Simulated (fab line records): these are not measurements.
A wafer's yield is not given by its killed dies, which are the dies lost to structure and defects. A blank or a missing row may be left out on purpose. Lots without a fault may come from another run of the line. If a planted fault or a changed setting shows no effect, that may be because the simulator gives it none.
fab line records    flow rit_cmos
record: lots: 5  wafers: 23
route steps=202 shown SPACER@130 PSD@143 SDANNEAL@153 PLDD@159 SILICIDE@162 CONTACT@168 M1@184
start_h: hours from the record's opening day to when the first of the lot's shown wafers began    wait_h: hours since the lot's step before    " same as the row above    L1.1+2: a row that stands for several wafers    - no value, or no start given    * or withheld: withheld    < > ~ a bound
route shown NAME@n: NAME is a module with steps in the file, n the number in the route of the first one    usual: mean and standard deviation over wafers with no fault    same: alike in all rows    chamber/n: place in a boat    sites: readings site by site    _std_site: standard deviation across them    _edge_site: mean of outer sites minus mean of inner sites    radius_mm: how far each site lies from the wafer's centre    mask NAME#n: copy n    behind: the last tool/chamber to shape the wafer    hold: why the lot was held/for how many hours/how that ended    device: the transistor (n, p or np) that didn't switch    end of line: tests of these same wafers at the route's end    step lacking rows: just its recipe    killed: at the first sort, the dies lost to defects and structure; wafer yield is something else    map: a wafer's dies, x killed, . not, _ none there
set.NAME: the setting as run; set.NAME@STEP: as run at that earlier step    model.NAME: the simulator's own value behind a step, which no gauge read
lots whose settings were changed on purpose; a table a step, a row a wafer
== steps ==
step: RIT_SPACER_ETCHBACK_05
recipe: target_depth_a: 2500  SF6_flow_sccm: 30  CHF3_flow_sccm: 30  target: Si3N4  chemistry: SF6/CHF3  pressure_mtorr: 40  rf_w: 250  time_s: 240  stop_on: SiO2
lot.wafer  tool         chamber  start_h  wait_h  set.time_s  model.poly-Si_of_GATE_CVD_08.thk_nm  model.Si3N4_of_SPACER_CVD_03.thk_nm
L075.1     rie_diel-01  1        51.69    0.1     240         148.8                                194.8
L075.2     "            3        "        "       240         151.6                                199.6
L075.3     "            0        "        "       221.2       155.2                                203.3
L075.4     "            2        "        "       221.2       152.7                                201.1
L075.6     "            3        "        "       240         150.8                                197.8
L076.1     rie_diel-03  2        57.90    0.1     240         131.5                                195.6
L076.2     "            0        "        "       263.6       124.8                                189.6
L076.4     "            1        "        "       263.6       125.7                                188.2
L076.5     "            2        "        "       240         132.3                                194.9
L076.6     "            1        "        "       240         130                                  195.2
L083.1     rie_diel-03  3        91.73    0.1     240         167.1                                196.8
L083.4     "            1        "        "       240         166                                  196.2
L083.6     "            3        "        "       240         169.3                                196.9
L084.1     rie_diel-01  1        95.76    0.1     259.1       122.2                                188.5
L084.2     "            0        "        "       259.1       122.4                                188.4
L084.4     "            2        "        "       259.1       121.2                                190.5
L084.5     "            3        "        "       240         129.6                                194.9
L084.6     "            2        "        "       240         126.4                                194.5
L085.1     rie_diel-01  3        100.15   0.1     240         166.3                                198.2
L085.2     "            2        "        "       240         163.3                                197.2
L085.3     "            1        "        "       275.4       155.6                                190
L085.4     "            0        "        "       275.4       156.7                                189
L085.6     "            2        "        "       275.4       154.6                                190.8
step: RIT_PSD_COAT_01
recipe: resist: NOVOLAK  spin_rpm: 3250  resist_thk_nm: 1000
lot.wafer  tool            chamber  start_h  wait_h  set.resist_thk_nm  model.NOVOLAK_of_PSD_COAT_01.thk_nm
L075.1     litho_track-03  0        53.53    0.1     1000               1006
L075.2     "               0        "        "       1055               1059
L075.3+4   "               0        "        "       1055               1057
L075.6     "               0        "        "       1000               1002
L076.1+4   litho_track-02  0        59.86    0.1     1028               1031
L076.2     "               0        "        "       1000               1004
L076.5     "               0        "        "       1028               1027
L076.6     "               0        "        "       1000               1003
L083.1+6   litho_track-04  0        93.45    0.1     1000               1003
L083.4     "               0        "        "       1000               1004
L084.1     litho_track-03  0        97.60    0.1     966.9              967.2
L084.2     "               0        "        "       966.9              968.3
L084.4     "               0        "        "       1000               1002
L084.5     "               0        "        "       966.9              968.7
L084.6     "               0        "        "       1000               998.2
L085.1     litho_track-04  0        102.25   0.1     944.7              942.3
L085.2     "               0        "        "       1000               998.1
L085.3     "               0        "        "       944.7              941.8
L085.4     "               0        "        "       944.7              943.8
L085.6     "               0        "        "       1000               1000
step: RIT_PSD_SOFTBAKE_02
recipe: resist: NOVOLAK  temp_c: 90  time_s: 60
step: RIT_PSD_EXPOSE_03
recipe: mask_id: M10  na: 0.57  target_cd_nm: 40900  dose_mj: 250
step: RIT_PSD_DEVELOP_05
recipe: resist: NOVOLAK  develop_time_s: 50  dev_temp_c: 23
step: RIT_PSD_HARDBAKE_07
recipe: resist: NOVOLAK  temp_c: 140  time_s: 60
lot.wafer  tool            chamber  start_h  wait_h  set.resist_thk_nm@PSD_COAT_01  model.NOVOLAK_of_PSD_COAT_01.thk_nm
L075.1     litho_track-04  0        54.39    0.0     1000                           888.6
L075.2     "               0        "        "       1055                           935.2
L075.3     "               0        "        "       1055                           933.6
L075.4     "               0        "        "       1055                           933.7
L075.6     "               0        "        "       1000                           885.9
L076.1     litho_track-04  0        61.08    0.0     1028                           910.5
L076.2     "               0        "        "       1000                           887
L076.4     "               0        "        "       1028                           911.2
L076.5     "               0        "        "       1028                           907.7
L076.6     "               0        "        "       1000                           886.6
L083.1     litho_track-03  0        94.31    0.0     1000                           886
L083.4     "               0        "        "       1000                           887.4
L083.6     "               0        "        "       1000                           886.4
L084.1     litho_track-02  0        98.46    0.0     966.9                          855
L084.2     "               0        "        "       966.9                          856
L084.4     "               0        "        "       1000                           885.3
L084.5     "               0        "        "       966.9                          856.3
L084.6     "               0        "        "       1000                           882.1
L085.1     litho_track-02  0        103.11   0.0     944.7                          833.2
L085.2     "               0        "        "       1000                           882.1
L085.3     "               0        "        "       944.7                          832.9
L085.4     "               0        "        "       944.7                          834.6
L085.6     "               0        "        "       1000                           883.7
step: RIT_PSD_IMPLANT_08
recipe: species: BF2  energy_kev: 27  dose_cm2: 5e+15  tilt_deg: 7
step: RIT_PSD_STRIP_09
recipe: chemistry: O2  time_s: 180  resist: NOVOLAK  platen_temp_c: withheld  power_w: 500  pressure_mtorr: 4000  o2_flow_sccm: 4000
step: RIT_SDANNEAL_CLEAN_00
recipe: chemistry: SC1  mix: 3:3:50  time_s: 600  temp_c: 75
lot.wafer  tool          chamber  start_h  wait_h  set.time_s@SPACER_ETCHBACK_05  model.poly-Si_of_GATE_CVD_08.thk_nm
L075.1     wet_bench-04  3        54.93    0.1     240                            144.6
L075.2     "             3        "        "       240                            147.4
L075.3     "             3        "        "       221.2                          151
L075.4     "             3        "        "       221.2                          148.5
L075.6     "             3        "        "       240                            146.6
L076.1     wet_bench-04  3        61.61    0.1     240                            127.3
L076.2     "             3        "        "       263.6                          120.6
L076.4     "             3        "        "       263.6                          121.5
L076.5     "             3        "        "       240                            128.1
L076.6     "             3        "        "       240                            125.8
L083.1     wet_bench-04  1        94.85    0.1     240                            163
L083.4     "             1        "        "       240                            161.8
L083.6     "             1        "        "       240                            165.1
L084.1     wet_bench-03  3        99.00    0.1     259.1                          118
L084.2     "             3        "        "       259.1                          118.3
L084.4     "             3        "        "       259.1                          117
L084.5     "             3        "        "       240                            125.4
L084.6     "             3        "        "       240                            122.3
L085.1     wet_bench-02  2        103.64   0.1     240                            162
L085.2     "             2        "        "       240                            159.1
L085.3     "             2        "        "       275.4                          151.4
L085.4     "             2        "        "       275.4                          152.5
L085.6     "             2        "        "       275.4                          150.4
step: RIT_SDANNEAL_RTA_03
recipe: temp_c: 1050  time_s: 5  idle_temp_c: 600  ramp_up_c_per_s: 342  ramp_down_c_per_s: 171  cool_to_c: 600  ambient: N2
lot.wafer   tool           chamber  start_h  wait_h  set.time_s
L075.1+4    rtp_anneal-01  0        55.31    0.0     5
L075.2+3+6  "              0        "        "       5.391
L076.1+6    rtp_anneal-02  0        61.98    0.0     5.74
L076.2+4+5  "              0        "        "       5
L083.1+4+6  rtp_anneal-01  0        95.23    0.0     5
L084.1+2    rtp_anneal-02  0        99.36    0.0     5
L084.4+5+6  "              0        "        "       4.541
L085.1+2+3  rtp_anneal-01  0        104.04   0.0     4.502
L085.4+6    "              0        "        "       5
step: RIT_SDANNEAL_RS_MEAS_04
recipe: thk_meas_gauge: four-point-probe
usual: PSD_RS: 115.99/0.28
lot.wafer  tool           chamber  start_h  wait_h  set.time_s@SDANNEAL_RTA_03  PSD_RS[ohm/sq]
L075.1     film_metro-03  -        55.37    0.0     5                           115.92
L075.2     "              -        "        "       5.391                       115.14
L075.3     "              -        "        "       5.391                       115.11
L075.4     "              -        "        "       5                           116.14
L075.6     "              -        "        "       5.391                       114.97
L076.1     film_metro-04  -        62.04    0.0     5.74                        113.58
L076.2     "              -        "        "       5                           115.69
L076.4     "              -        "        "       5                           115.59
L076.5     "              -        "        "       5                           115.44
L076.6     "              -        "        "       5.74                        113.72
L083.1     film_metro-04  -        95.29    0.0     5                           116.22
L083.4     "              -        "        "       5                           115.85
L083.6     "              -        "        "       5                           115.82
L084.1     film_metro-02  -        99.42    0.0     5                           116.08
L084.2     "              -        "        "       5                           115.90
L084.4     "              -        "        "       4.541                       117.37
L084.5     "              -        "        "       4.541                       117.28
L084.6     "              -        "        "       4.541                       117.43
L085.1     film_metro-03  -        104.10   0.0     4.502                       116.87
L085.2     "              -        "        "       4.502                       117.33
L085.3     "              -        "        "       4.502                       117.13
L085.4     "              -        "        "       5                           115.33
L085.6     "              -        "        "       5                           115.61
step: RIT_SDANNEAL_RS_MEAS_06
recipe: thk_meas_gauge: four-point-probe
usual: PLDD_RS: 178.8/0.59
lot.wafer  tool           chamber  start_h  wait_h  set.time_s@SDANNEAL_RTA_03  PLDD_RS[ohm/sq]
L075.1     film_metro-03  -        55.61    0.1     5                           179.4
L075.2     "              -        "        "       5.391                       178.4
L075.3     "              -        "        "       5.391                       178.8
L075.4     "              -        "        "       5                           179.3
L075.6     "              -        "        "       5.391                       178.9
L076.1     film_metro-04  -        62.28    0.1     5.74                        176.3
L076.2     "              -        "        "       5                           178.3
L076.4     "              -        "        "       5                           178.0
L076.5     "              -        "        "       5                           177.8
L076.6     "              -        "        "       5.74                        175.9
L083.1     film_metro-04  -        95.53    0.1     5                           179.3
L083.4     "              -        "        "       5                           178.4
L083.6     "              -        "        "       5                           179.3
L084.1     film_metro-02  -        99.66    0.1     5                           179.6
L084.2     "              -        "        "       5                           178.6
L084.4     "              -        "        "       4.541                       180.7
L084.5     "              -        "        "       4.541                       180.3
L084.6     "              -        "        "       4.541                       180.1
L085.1     film_metro-03  -        104.34   0.1     4.502                       179.7
L085.2     "              -        "        "       4.502                       180.2
L085.3     "              -        "        "       4.502                       180.3
L085.4     "              -        "        "       5                           177.8
L085.6     "              -        "        "       5                           178.0
step: RIT_SILICIDE_SPUTTER_01
recipe: material: Ti  target_thk_nm: 30  power_w: 350  chamber_pressure_pa: 0.667  gas: Ar  time_s: 240  substrate_temp_c: 25
lot.wafer  tool            chamber  start_h  wait_h  set.power_w  model.Ti_of_SILICIDE_SPUTTER_01.thk_nm
L075.1     pvd_sputter-02  -        55.86    0.0     350          30.62
L075.2     "               -        "        "       309.1        26.38
L075.3     "               -        "        "       350          30.15
L075.4     "               -        "        "       309.1        27.38
L075.6     "               -        "        "       309.1        26.96
L076.1     pvd_sputter-03  -        62.53    0.0     350          29.46
L076.2     "               -        "        "       350          29.96
L076.4     "               -        "        "       350          29.42
L076.5     "               -        "        "       362.1        30.87
L076.6     "               -        "        "       362.1        30.49
L083.1     pvd_sputter-02  -        95.78    0.0     350          29.73
L083.4     "               -        "        "       350          30.26
L083.6     "               -        "        "       350          29.67
L084.1     pvd_sputter-03  -        99.91    0.0     338.3        28.76
L084.2     "               -        "        "       350          30.23
L084.4     "               -        "        "       338.3        28.79
L084.5     "               -        "        "       338.3        29.1
L084.6     "               -        "        "       350          29.9
L085.1     pvd_sputter-02  -        104.59   0.0     350          29.7
L085.2     "               -        "        "       350          30.66
L085.3     "               -        "        "       350          30.32
L085.4     "               -        "        "       350          30.1
L085.6     "               -        "        "       350          30.65
step: RIT_SILICIDE_RS_MEAS_02
recipe: thk_meas_gauge: four-point-probe  reads: Ti_of_SILICIDE_SPUTTER_01
usual: SILICIDE_TI_RS: 47.8/0.76
lot.wafer  tool           chamber  start_h  wait_h  set.power_w@SILICIDE_SPUTTER_01  SILICIDE_TI_RS[ohm/sq]
L075.1     film_metro-01  -        56.01    0.1     350                              46.7
L075.2     "              -        "        "       309.1                            56.3
L075.3     "              -        "        "       350                              47.7
L075.4     "              -        "        "       309.1                            53.8
L075.6     "              -        "        "       309.1                            54.9
L076.1     film_metro-01  -        62.68    0.1     350                              49.1
L076.2     "              -        "        "       350                              48.0
L076.4     "              -        "        "       350                              49.1
L076.5     "              -        "        "       362.1                            46.2
L076.6     "              -        "        "       362.1                            47.1
L083.1     film_metro-03  -        95.93    0.1     350                              48.5
L083.4     "              -        "        "       350                              47.3
L083.6     "              -        "        "       350                              48.5
L084.1     film_metro-03  -        100.06   0.1     338.3                            50.6
L084.2     "              -        "        "       350                              47.5
L084.4     "              -        "        "       338.3                            50.4
L084.5     "              -        "        "       338.3                            49.9
L084.6     "              -        "        "       350                              48.1
L085.1     film_metro-01  -        104.74   0.1     350                              48.6
L085.2     "              -        "        "       350                              46.7
L085.3     "              -        "        "       350                              47.3
L085.4     "              -        "        "       350                              47.8
L085.6     "              -        "        "       350                              46.8
step: RIT_SILICIDE_THK_MEAS_03
recipe: thk_meas_gauge: xrf  reads: Ti_of_SILICIDE_SPUTTER_01
usual: SILICIDE_TI_THK: 30.1/0.39
lot.wafer  tool           chamber  start_h  wait_h  set.power_w@SILICIDE_SPUTTER_01  SILICIDE_TI_THK[nm]
L075.1     film_metro-01  -        56.13    0.1     350                              30.8
L075.2     "              -        "        "       309.1                            26.4
L075.3     "              -        "        "       350                              30.3
L075.4     "              -        "        "       309.1                            27.4
L075.6     "              -        "        "       309.1                            27.0
L076.1     film_metro-01  -        62.80    0.1     350                              29.5
L076.2     "              -        "        "       350                              30.0
L076.4     "              -        "        "       350                              29.5
L076.5     "              -        "        "       362.1                            31.1
L076.6     "              -        "        "       362.1                            30.5
L083.1     film_metro-03  -        96.05    0.1     350                              29.9
L083.4     "              -        "        "       350                              30.4
L083.6     "              -        "        "       350                              29.7
L084.1     film_metro-03  -        100.18   0.1     338.3                            28.9
L084.2     "              -        "        "       350                              30.4
L084.4     "              -        "        "       338.3                            28.9
L084.5     "              -        "        "       338.3                            29.1
L084.6     "              -        "        "       350                              29.9
L085.1     film_metro-01  -        104.86   0.1     350                              29.7
L085.2     "              -        "        "       350                              30.5
L085.3     "              -        "        "       350                              30.3
L085.4     "              -        "        "       350                              30.0
L085.6     "              -        "        "       350                              30.7
step: RIT_CONTACT_CVD_00
recipe: material: SiO2  target_thk_nm: 400  precursor: TEOS  temp_c: 390  time_s: 61  rf_w: 400
lot.wafer  tool      chamber  start_h  wait_h  set.time_s  model.SiO2_of_CONTACT_CVD_00.thk_nm
L075.1+2   pecvd-01  0,2      56.37    0.1     61          -
L075.3     "         1        "        "       55.91       -
L075.4     "         1        "        "       55.91       369.1
L075.6     "         0        "        "       55.91       368.5
L076.1     pecvd-03  1        63.04    0.1     57.31       -
L076.2     "         2        "        "       61          395.3
L076.4     "         1        "        "       57.31       375.2
L076.5+6   "         0,2      "        "       61          -
L083.1     pecvd-02  0        96.29    0.1     61          389.8
L083.4     "         1        "        "       61          401.8
L083.6     "         2        "        "       61          405.4
L084.1     pecvd-01  1        100.42   0.1     61          -
L084.2     "         0        "        "       64.21       419.5
L084.4     "         1        "        "       64.21       -
L084.5     "         0        "        "       61          406.8
L084.6     "         2        "        "       64.21       422.4
L085.1+6   pecvd-03  2,1      105.10   0.1     61          -
L085.2     "         0        "        "       61          399.7
L085.3     "         1        "        "       57.38       377.5
L085.4     "         2        "        "       57.38       -
step: RIT_CONTACT_THK_MEAS_01
recipe: reads: SiO2_of_CONTACT_CVD_00
usual: CONTACT_TEOS_THK: 401/4.6
lot.wafer  tool           chamber  start_h  wait_h  set.time_s@CONTACT_CVD_00  CONTACT_TEOS_THK[nm]
L075.1     film_metro-01  -        56.42    0.0     61                         398
L075.2     "              -        "        "       61                         403
L075.3     "              -        "        "       55.91                      362
L075.4     "              -        "        "       55.91                      369
L075.6     "              -        "        "       55.91                      368
L076.1     film_metro-04  -        63.09    0.0     57.31                      373
L076.2     "              -        "        "       61                         395
L076.4     "              -        "        "       57.31                      375
L076.5     "              -        "        "       61                         403
L076.6     "              -        "        "       61                         400
L083.1     film_metro-02  -        96.34    0.0     61                         390
L083.4     "              -        "        "       61                         402
L083.6     "              -        "        "       61                         406
L084.1     film_metro-02  -        100.47   0.0     61                         402
L084.2     "              -        "        "       64.21                      420
L084.4     "              -        "        "       64.21                      426
L084.5     "              -        "        "       61                         407
L084.6     "              -        "        "       64.21                      422
L085.1     film_metro-04  -        105.15   0.0     61                         402
L085.2     "              -        "        "       61                         400
L085.3     "              -        "        "       57.38                      378
L085.4     "              -        "        "       57.38                      383
L085.6     "              -        "        "       61                         408
step: RIT_M1_SPUTTER_00
recipe: material: Al  target_thk_nm: 400  power_w: 2000  chamber_pressure_pa: 0.4  gas: Ar  time_s: 500  substrate_temp_c: 25
lot.wafer  tool            chamber  start_h  wait_h  set.time_s  model.Al_of_M1_SPUTTER_00.thk_nm
L075.1     pvd_sputter-04  -        58.59    0.0     441.8       356.5
L075.2     "               -        "        "       441.8       355.6
L075.3     "               -        "        "       441.8       350.9
L075.4     "               -        "        "       500         400
L075.6     "               -        "        "       500         398.4
L076.1     pvd_sputter-01  -        65.38    0.0     450.9       362.5
L076.2     "               -        "        "       500         398.7
L076.4     "               -        "        "       500         393.3
L076.5     "               -        "        "       450.9       360.8
L076.6     "               -        "        "       450.9       358.8
L083.1     pvd_sputter-04  -        98.59    0.0     500         400.7
L083.4     "               -        "        "       500         404.4
L083.6     "               -        "        "       500         397.6
L084.1     pvd_sputter-01  -        102.66   0.0     444.8       349.7
L084.2     "               -        "        "       500         394.1
L084.4     "               -        "        "       444.8       355.1
L084.5     "               -        "        "       500         392.7
L084.6     "               -        "        "       500         393
L085.1     pvd_sputter-04  -        107.34   0.0     561.6       451.5
L085.2     "               -        "        "       500         408.5
L085.3     "               -        "        "       500         403.2
L085.4     "               -        "        "       561.6       450.2
L085.6     "               -        "        "       561.6       451.3
step: RIT_M1_RS_MEAS_01
recipe: thk_meas_gauge: four-point-probe  reads: Al_of_M1_SPUTTER_00
usual: M1_AL_RS: 0.0734/0.0008
lot.wafer  tool           chamber  start_h  wait_h  set.time_s@M1_SPUTTER_00  M1_AL_RS[ohm/sq]
L075.1     film_metro-02  -        58.89    0.1     441.8                     0.0826
L075.2     "              -        "        "       441.8                     0.0828
L075.3     "              -        "        "       441.8                     0.0839
L075.4     "              -        "        "       500                       0.0736
L075.6     "              -        "        "       500                       0.0739
L076.1     film_metro-02  -        65.68    0.1     450.9                     0.0813
L076.2     "              -        "        "       500                       0.0736
L076.4     "              -        "        "       500                       0.0748
L076.5     "              -        "        "       450.9                     0.0816
L076.6     "              -        "        "       450.9                     0.0821
L083.1     film_metro-04  -        98.88    0.1     500                       0.0733
L083.4     "              -        "        "       500                       0.0725
L083.6     "              -        "        "       500                       0.0739
L084.1     film_metro-04  -        102.96   0.1     444.8                     0.0841
L084.2     "              -        "        "       500                       0.0744
L084.4     "              -        "        "       444.8                     0.0828
L084.5     "              -        "        "       500                       0.0749
L084.6     "              -        "        "       500                       0.0747
L085.1     film_metro-02  -        107.64   0.1     561.6                     0.0650
L085.2     "              -        "        "       500                       0.0719
L085.3     "              -        "        "       500                       0.0730
L085.4     "              -        "        "       561.6                     0.0650
L085.6     "              -        "        "       561.6                     0.0649
step: RIT_M1_THK_MEAS_02
recipe: thk_meas_gauge: xrf  reads: Al_of_M1_SPUTTER_00
usual: M1_AL_THK: 401/5.2
lot.wafer  tool           chamber  start_h  wait_h  set.time_s@M1_SPUTTER_00  M1_AL_THK[nm]
L075.1     film_metro-02  -        59.01    0.1     441.8                     355
L075.2     "              -        "        "       441.8                     354
L075.3     "              -        "        "       441.8                     350
L075.4     "              -        "        "       500                       400
L075.6     "              -        "        "       500                       398
L076.1     film_metro-02  -        65.80    0.1     450.9                     363
L076.2     "              -        "        "       500                       397
L076.4     "              -        "        "       500                       390
L076.5     "              -        "        "       450.9                     361
L076.6     "              -        "        "       450.9                     359
L083.1     film_metro-04  -        99.00    0.1     500                       402
L083.4     "              -        "        "       500                       408
L083.6     "              -        "        "       500                       400
L084.1     film_metro-04  -        103.08   0.1     444.8                     352
L084.2     "              -        "        "       500                       397
L084.4     "              -        "        "       444.8                     356
L084.5     "              -        "        "       500                       393
L084.6     "              -        "        "       500                       394
L085.1     film_metro-02  -        107.76   0.1     561.6                     449
L085.2     "              -        "        "       500                       407
L085.3     "              -        "        "       500                       403
L085.4     "              -        "        "       561.6                     449
L085.6     "              -        "        "       561.6                     449
step: RIT_M1_COAT_04
recipe: resist: NOVOLAK  spin_rpm: 2000  resist_thk_nm: 1300
lot.wafer   tool            chamber  start_h  wait_h  set.resist_thk_nm  model.NOVOLAK_of_M1_COAT_04.thk_nm
L075.1+2+3  litho_track-04  0        59.22    0.1     1300               -
L075.4      "               0        "        "       1300               1304
L075.6      "               0        "        "       1300               1296
L076.1      litho_track-04  0        66.01    0.1     1300               -
L076.2      "               0        "        "       1300               1301
L076.4      "               0        "        "       1233               1234
L076.5+6    "               0        "        "       1233               -
L083.1      litho_track-02  0        99.21    0.1     1300               1303
L083.4+6    "               0        "        "       1300               1302
L084.1      litho_track-01  0        103.37   0.1     1273               -
L084.2      "               0        "        "       1273               1266
L084.4      "               0        "        "       1300               -
L084.5      "               0        "        "       1300               1295
L084.6      "               0        "        "       1273               1267
L085.1+4+6  litho_track-04  0        107.97   0.1     1300               -
L085.2      "               0        "        "       1300               1297
L085.3      "               0        "        "       1300               1293
step: RIT_M1_SOFTBAKE_05
recipe: resist: NOVOLAK  temp_c: 90  time_s: 60
step: RIT_M1_EXPOSE_06
recipe: mask_id: M12  na: 0.6  source_shape: conventional  sigma_outer: 0.5  target_cd_nm: 2600  dose_mj: 250
step: RIT_M1_HARDBAKE_11
recipe: resist: NOVOLAK  temp_c: 140  time_s: 120
lot.wafer   tool            chamber  start_h  wait_h  set.resist_thk_nm@M1_COAT_04  model.NOVOLAK_of_M1_COAT_04.thk_nm
L075.1+2+3  litho_track-04  0        60.23    0.0     1300                          -
L075.4      "               0        "        "       1300                          1140
L075.6      "               0        "        "       1300                          1134
L076.1      litho_track-01  0        66.90    0.0     1300                          -
L076.2      "               0        "        "       1300                          1138
L076.4      "               0        "        "       1233                          1080
L076.5+6    "               0        "        "       1233                          -
L083.1+4+6  litho_track-01  0        100.22   0.0     1300                          1139
L084.1      litho_track-02  0        104.38   0.0     1273                          -
L084.2      "               0        "        "       1273                          1108
L084.4      "               0        "        "       1300                          -
L084.5      "               0        "        "       1300                          1133
L084.6      "               0        "        "       1273                          1109
L085.1+4+6  litho_track-02  0        108.87   0.0     1300                          -
L085.2      "               0        "        "       1300                          1134
L085.3      "               0        "        "       1300                          1131
step: RIT_M1_METAL_ETCH_12
recipe: stop_on: SiO2  chemistry: Cl2/BCl3  target: Al  time_s: 165  over_etch_frac: 0.5  pressure_mtorr: 100  target_depth_a: 6000  rf_w: 250  Cl2_flow_sccm: 60  bcl3_flow_sccm: 50
lot.wafer   tool          chamber  start_h  wait_h  set.time_s  set.resist_thk_nm@M1_COAT_04  model.NOVOLAK_of_M1_COAT_04.thk_nm
L075.1      rie_metal-04  0        60.48    0.2     184         1300                          -
L075.2+3    "             1        "        "       165         1300                          -
L075.4      "             0        "        "       184         1300                          758.1
L075.6      "             1        "        "       165         1300                          802.9
L076.1      rie_metal-03  0        67.15    0.2     184.9       1300                          -
L076.2      "             1        "        "       165         1300                          808.1
L076.4      "             1        "        "       184.9       1233                          706.7
L076.5      "             1        "        "       165         1233                          -
L076.6      "             0        "        "       184.9       1233                          -
L083.1      rie_metal-01  1        100.47   0.2     165         1300                          816.4
L083.4      "             0        "        "       165         1300                          821.1
L083.6      "             1        "        "       165         1300                          813.9
L084.1      rie_metal-04  1        104.63   0.2     165         1273                          -
L084.2      "             0        "        "       165         1273                          763.3
L084.4      "             0        "        "       165         1300                          -
L084.5      "             1        "        "       142.7       1300                          849.3
L084.6      "             0        "        "       142.7       1273                          811.3
L085.1+4+6  rie_metal-03  0        109.12   0.2     165         1300                          -
L085.2      "             1        "        "       165         1300                          799.5
L085.3      "             1        "        "       165         1300                          800.4
== key ==
split: step: RIT_SPACER_ETCHBACK_05  setting: time_s  stated: 240  by: wafer
response: step: RIT_SPACER_ETCHBACK_05  reading: model.poly-Si_of_GATE_CVD_08.thk_nm  change: -0.616  per: 1%  r: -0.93
response: step: RIT_SPACER_ETCHBACK_05  reading: model.Si3N4_of_SPACER_CVD_03.thk_nm  change: -0.589  per: 1%  r: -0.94
response: step: RIT_SDANNEAL_CLEAN_00  reading: model.poly-Si_of_GATE_CVD_08.thk_nm  change: -0.615  per: 1%  r: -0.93
split: step: RIT_PSD_COAT_01  setting: resist_thk_nm  stated: 1000  by: wafer
response: step: RIT_PSD_COAT_01  reading: model.NOVOLAK_of_PSD_COAT_01.thk_nm  change: +9.86  per: 1%  r: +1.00
response: step: RIT_PSD_HARDBAKE_07  reading: model.NOVOLAK_of_PSD_COAT_01.thk_nm  change: +8.64  per: 1%  r: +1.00
split: step: RIT_SDANNEAL_RTA_03  setting: time_s  stated: 5  by: wafer
response: step: RIT_SDANNEAL_RS_MEAS_04  reading: PSD_RS  change: -0.14  per: 1%  r: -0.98
response: step: RIT_SDANNEAL_RS_MEAS_06  reading: PLDD_RS  change: -0.145  per: 1%  r: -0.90
split: step: RIT_SILICIDE_SPUTTER_01  setting: power_w  stated: 350  by: wafer
response: step: RIT_SILICIDE_SPUTTER_01  reading: model.Ti_of_SILICIDE_SPUTTER_01.thk_nm  change: +0.303  per: 1%  r: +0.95
response: step: RIT_SILICIDE_RS_MEAS_02  reading: SILICIDE_TI_RS  change: -0.667  per: 1%  r: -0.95
response: step: RIT_SILICIDE_THK_MEAS_03  reading: SILICIDE_TI_THK  change: +0.315  per: 1%  r: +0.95
split: step: RIT_CONTACT_CVD_00  setting: time_s  stated: 61  by: wafer
response: step: RIT_CONTACT_CVD_00  reading: model.SiO2_of_CONTACT_CVD_00.thk_nm  change: +3.25  per: 1%  r: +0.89
response: step: RIT_CONTACT_THK_MEAS_01  reading: CONTACT_TEOS_THK  change: +3.97  per: 1%  r: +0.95
split: step: RIT_M1_SPUTTER_00  setting: time_s  stated: 500  by: wafer
response: step: RIT_M1_SPUTTER_00  reading: model.Al_of_M1_SPUTTER_00.thk_nm  change: +3.71  per: 1%  r: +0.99
response: step: RIT_M1_RS_MEAS_01  reading: M1_AL_RS  change: -0.000733  per: 1%  r: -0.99
response: step: RIT_M1_THK_MEAS_02  reading: M1_AL_THK  change: +3.65  per: 1%  r: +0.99
split: step: RIT_M1_COAT_04  setting: resist_thk_nm  stated: 1300  by: wafer
response: step: RIT_M1_COAT_04  reading: model.NOVOLAK_of_M1_COAT_04.thk_nm  change: +13.1  per: 1%  r: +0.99
response: step: RIT_M1_HARDBAKE_11  reading: model.NOVOLAK_of_M1_COAT_04.thk_nm  change: +11.3  per: 1%  r: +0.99
response: step: RIT_M1_METAL_ETCH_12  reading: model.NOVOLAK_of_M1_COAT_04.thk_nm  change: +21.5  per: 1%  r: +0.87
split: step: RIT_M1_METAL_ETCH_12  setting: time_s  stated: 165  by: wafer
response: step: RIT_M1_METAL_ETCH_12  reading: model.NOVOLAK_of_M1_COAT_04.thk_nm  change: -5.65  per: 1%  r: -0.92
